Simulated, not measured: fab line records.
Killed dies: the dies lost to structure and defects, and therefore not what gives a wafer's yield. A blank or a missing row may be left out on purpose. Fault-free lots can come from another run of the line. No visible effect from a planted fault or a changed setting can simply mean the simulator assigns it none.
What tool caused it?	flow berkeley_cmos170	Sampling: 14 lots, 42 wafers, 5 of 331 route steps

== WHAT EACH GAUGE READ, for each wafer ==
UCB170_PWELL_TW_MEAS_17.
lot	measured	on	PWELL_TW
L584	day 4 00:14	film_metro-03	318 316 317
L585	day 4 06:02	film_metro-04	327 326 326
L589	day 5 16:48	film_metro-02	380 379 380
L592	day 5 20:08	film_metro-02	379 380 377
L591	day 5 20:53	film_metro-03	381 381 382
L594	day 6 08:44	film_metro-04	388 387 387
L593	day 6 09:01	film_metro-03	381 381 380
L595	day 6 09:25	film_metro-02	379 378 381
L597	day 6 15:05	film_metro-02	379 376 379
L599	day 6 22:08	film_metro-04	386 388 388
L601	day 7 06:14	film_metro-02	380 378 381
L600	day 7 06:29	film_metro-02	379 381 379
L603	day 7 16:52	film_metro-04	387 385 387
L602	day 7 18:37	film_metro-04	386 387 387

UCB170_PSD_CD_MEAS_06: the cd target is 1200 nm.
lot	measured	on	cd_nm (nm)
L584	day 8 05:17	cd_sem-02	1199.0 1199.3 1199.3
L585	day 8 05:26	cd_sem-02	1199.4 1201.5 1200.6
L589	day 9 13:59	cd_sem-02	1199.0 1198.7 1199.3
L592	day 9 13:31	cd_sem-02	1204.5 1203.3 1203.0
L591	day 9 13:37	cd_sem-02	1200.4 1199.4 1200.4
L594	day 9 23:01	cd_sem-01	1197.8 1199.4 1200.0
L593	day 9 22:42	cd_sem-01	1200.5 1199.7 1198.5
L595	day 9 23:41	cd_sem-02	1201.3 1200.1 1198.5
L597	day 9 23:27	cd_sem-01	1199.7 1200.2 1199.5
L599	day 10 18:41	cd_sem-01	1199.6 1200.0 1198.4
L601	day 11 07:52	cd_sem-02	1199.1 1198.2 1199.2
L600	day 11 07:34	cd_sem-02	1198.7 1198.9 1198.5
L603	day 11 08:11	cd_sem-01	1197.9 1198.9 1198.2
L602	day 11 11:49	cd_sem-01	1200.5 1199.2 1199.0

UCB170_V1_CD_MEAS_12: the cd target is 700 nm.
lot	measured	on	cd_nm (nm)
L584	day 9 01:31	cd_sem-01	698.6 698.8 697.8
L585	day 9 07:16	cd_sem-01	700.9 699.4 699.3
L589	day 10 12:10	cd_sem-01	697.6 698.5 699.2
L592	day 10 11:26	cd_sem-01	697.7 697.8 697.9
L591	day 10 11:07	cd_sem-02	701.5 701.8 701.8
L594	day 11 00:32	cd_sem-01	701.1 700.9 701.0
L593	day 11 00:00	cd_sem-02	700.3 700.0 701.3
L595	day 11 01:43	cd_sem-01	699.7 700.9 699.9
L597	day 11 02:06	cd_sem-01	699.2 699.5 698.5
L599	day 12 01:01	cd_sem-02	698.1 697.3 697.8
L601	day 12 05:37	cd_sem-01	702.1 702.7 701.4
L600	day 12 01:23	cd_sem-02	700.0 700.7 701.0
L603	day 12 05:27	cd_sem-01	700.8 699.6 700.3
L602	day 12 11:28	cd_sem-02	700.8 700.7 700.9

UCB170_V2_CD_MEAS_12: the cd target is 700 nm.
lot	measured	on	cd_nm (nm)
L585	day 9 12:56	cd_sem-02	703.3 701.0 700.9
L589	day 11 00:47	cd_sem-02	700.7 702.0 701.4
L592	day 11 00:06	cd_sem-01	699.3 701.4 701.9
L591	day 10 20:00	cd_sem-02	700.1 698.9 698.3
L594	day 11 08:56	cd_sem-02	701.7 701.6 703.8
L593	day 11 07:51	cd_sem-01	700.4 699.7 700.6
L595	day 11 09:11	cd_sem-01	698.1 700.1 698.6
L597	day 11 09:57	cd_sem-01	700.3 698.0 697.0
L599	day 12 06:07	cd_sem-02	700.1 699.2 700.9
L601	day 12 12:47	cd_sem-02	698.0 697.6 697.4
L600	day 12 07:10	cd_sem-01	701.8 700.1 700.5
L603	day 12 12:17	cd_sem-02	699.7 700.2 700.8
L602	day 12 22:40	cd_sem-01	700.8 702.1 701.6

== WHICH TOOL RAN EACH LOT (tool, then ch and the chambers of the sampled wafers, then the start) ==
lot	UCB170_PWELL_IMPLANT_15
L584	implanter-04 ch 0, day 3 23:59
L585	implanter-04 ch 0, day 4 05:47
L589	implanter-01 ch 0, day 5 16:34
L592	implanter-02 ch 0, day 5 19:55
L591	implanter-01 ch 0, day 5 20:38
L594	implanter-02 ch 0, day 6 08:29
L593	implanter-01 ch 0, day 6 08:47
L595	implanter-02 ch 0, day 6 09:10
L597	implanter-01 ch 0, day 6 14:52
L599	implanter-02 ch 0, day 6 21:53
L601	implanter-02 ch 0, day 7 06:01
L600	implanter-04 ch 0, day 7 06:15
L603	implanter-04 ch 0, day 7 16:37
L602	implanter-02 ch 0, day 7 18:22
- UCB170_PWELL_IMPLANT_15

== WHAT THE TOOLS THEMSELVES READ (means of the sampled wafers that have a number; where no wafer has one, the mark that the record gives instead) ==
UCB170_PWELL_IMPLANT_15.
lot	tool	dose_ions_cm2	end_station_pressure_torr (Torr)	faraday_current_uA
L584	implanter-04	3e+12	5.07e-06	8.8
L585	implanter-04	3e+12	4.79e-06	8.5
L589	implanter-01	5e+12	5.16e-06	15.8
L592	implanter-02	5e+12	5.13e-06	16.1
L591	implanter-01	5e+12	5.14e-06	15.7
L594	implanter-02	5e+12	5.13e-06	15.8
L593	implanter-01	5e+12	4.93e-06	15.6
L595	implanter-02	5e+12	5.13e-06	15.8
L597	implanter-01	5e+12	4.89e-06	15.9
L599	implanter-02	5e+12	4.80e-06	15.7
L601	implanter-02	5e+12	4.91e-06	16.2
L600	implanter-04	5e+12	5.13e-06	15.9
L603	implanter-04	5e+12	5.25e-06	15.9
L602	implanter-02	5e+12	5.13e-06	15.7

== THE ANSWER, worked out from the rows above alone ==
Rule: the usual values come from the lots themselves. Put in order of their means at a reading, lots are off if they are a third of the lots or fewer, leave a main group of 4 or more, and stand apart from it by a gap of 3 or more times the standard deviation of the main group's means; of several such gaps the widest counts. A main group is skipped when, at the precision printed for the reading in the tables above, its means are all equal. Also off: a lot with no number at a reading for which 4 or more lots have one. The other lots that the step has rows for count as sound. The gauges are gone through in route order, then the tools' own readings, and for those a lot's mean is taken as printed above. The first step at which some lot is off is used, and at that step the reading that is off furthest; a lot without a number counts as furthest.
Off: L584, L585, at UCB170_PWELL_TW_MEAS_17 (PWELL_TW). Mean 382 and standard deviation 3.5 in the main group.
If a tool, at a process step before that reading, ran all the lots that are off and no sound lot after the first of them, it fits. The gauges at UCB170_PWELL_TW_MEAS_17 aren't tried: what is off there is off at UCB170_PWELL_IMPLANT_15 too, on other tools, and a gauge's error can't cause that. None of those tried fits.

== WHAT THE SIMULATOR HAD PUT IN ==
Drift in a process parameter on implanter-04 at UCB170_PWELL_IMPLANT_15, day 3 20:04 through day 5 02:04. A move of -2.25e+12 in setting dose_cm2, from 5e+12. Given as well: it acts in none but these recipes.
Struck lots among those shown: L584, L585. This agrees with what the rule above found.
